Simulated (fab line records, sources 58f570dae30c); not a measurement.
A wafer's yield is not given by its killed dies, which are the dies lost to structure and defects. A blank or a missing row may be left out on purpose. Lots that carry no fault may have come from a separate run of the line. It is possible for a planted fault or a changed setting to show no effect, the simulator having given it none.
8D (eight disciplines) problem report, filled in by code ; flow berkeley_cmos170 ; the parts of the form that need people (team, actions taken, sign-off) are left out

== 1. PROBLEM STATEMENT ==
Wafers without a fault read 15.34 s, standard deviation 0.13; strip_time_to_endpoint_s at UCB170_V2_STRIP_15 reads a mean of 12.09 s on 2 wafers belonging to 2 lots. That puts it -25 standard deviations away from the usual mean.
The step: strips in O2.
First observed at day 9 19:15: wafer L880.2, on plasma_asher-02. The record has a number at this step for 38 wafers belonging to 14 lots. Rule for "out", or "out of limits": more than 4 standard deviations from the usual mean. Any other wafer with a number is counted as sound.

== 2. WHAT IT IS; WHAT IT IS NOT ==
question;is;is not
which readings at this step;strip_time_to_endpoint_s;drypump_motor_current_A
which lots;L880, L882;L871, L872, L873, L874, L876, L878, L885, L887, L888, L890, L891, L893
which wafers of those lots;all that have a number;-
read on which tools;plasma_asher-01, plasma_asher-02;plasma_asher-04
when;from day 9 19:15;"up to then (18 sound wafers); but 18 sound wafers of L885, L887, L888, L890, L891, L893 came after"

== 3. SUSPECTS, AND WHAT RULES EACH OUT ==
Counting: a tool at a process step up to the reading stays a suspect if it ran every lot that is out and no sound lot after the first of them.
- plasma_asher-01 at UCB170_BACKSIDE_STRIP_03 (strips in O2): ruled out as a lasting fault. After its first lot that is out, L880 (day 8 22:22), sound lots L887, L885 ran on it.
- rie_diel-04 at UCB170_V2_ETCH_14 (etches SiO2 in CHF3/CF4/Ar, stops on Al, target depth 1250 nm, time 291 s): kept. It ran every lot that is out, first L880 (day 9 19:04), and no sound lot after that; its last sound lot up to then is L876 (day 8 13:34).
After counting, what remains is rie_diel-04 at UCB170_V2_ETCH_14.

== 4. THE CAUSE (what the simulator had put in) ==
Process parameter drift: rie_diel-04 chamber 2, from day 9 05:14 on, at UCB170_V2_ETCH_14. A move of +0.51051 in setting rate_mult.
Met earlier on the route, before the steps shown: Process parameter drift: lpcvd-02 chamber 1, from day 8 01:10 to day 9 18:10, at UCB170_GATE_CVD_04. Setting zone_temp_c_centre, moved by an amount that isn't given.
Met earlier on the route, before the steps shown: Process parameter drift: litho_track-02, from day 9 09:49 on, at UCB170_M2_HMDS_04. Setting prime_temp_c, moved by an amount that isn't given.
The count eliminated every tool but this one.

== 5. THE CHAIN OF EFFECTS, in route order ==
One row per reading whose mean, taken over the struck wafers that have a number, lies over 3 standard deviations from the usual. Only readings whose record carries a usual standard deviation are examined. hours: median over the lots of the time between each lot's start at the first step of this table that gives one and its start at this step. sigmas: the change, counted in usual standard deviations.
hours;step;reading;usual;on struck wafers;change;sigmas
0;UCB170_V2_STRIP_15;strip_time_to_endpoint_s;15.34 s;12.09;-3.25;-25
The process steps in it:
- UCB170_V2_STRIP_15: strips in O2.

== 6. HOW IT WOULD HAVE BEEN CAUGHT EARLIER ==
14 hours passed between the start of the fault at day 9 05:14 and the first reading out of limits in this record, taken at day 9 19:15.
Of the tool readings at UCB170_V2_ETCH_14 for which the record gives a usual standard deviation, none was out on any struck wafer, so an alarm limit of 4 standard deviations on them would not have fired.
L882, from the lots that are out (2), started UCB170_V2_ETCH_14 on rie_diel-04 later than day 9 19:15. It would have been spared by a hold on the tool at that moment.
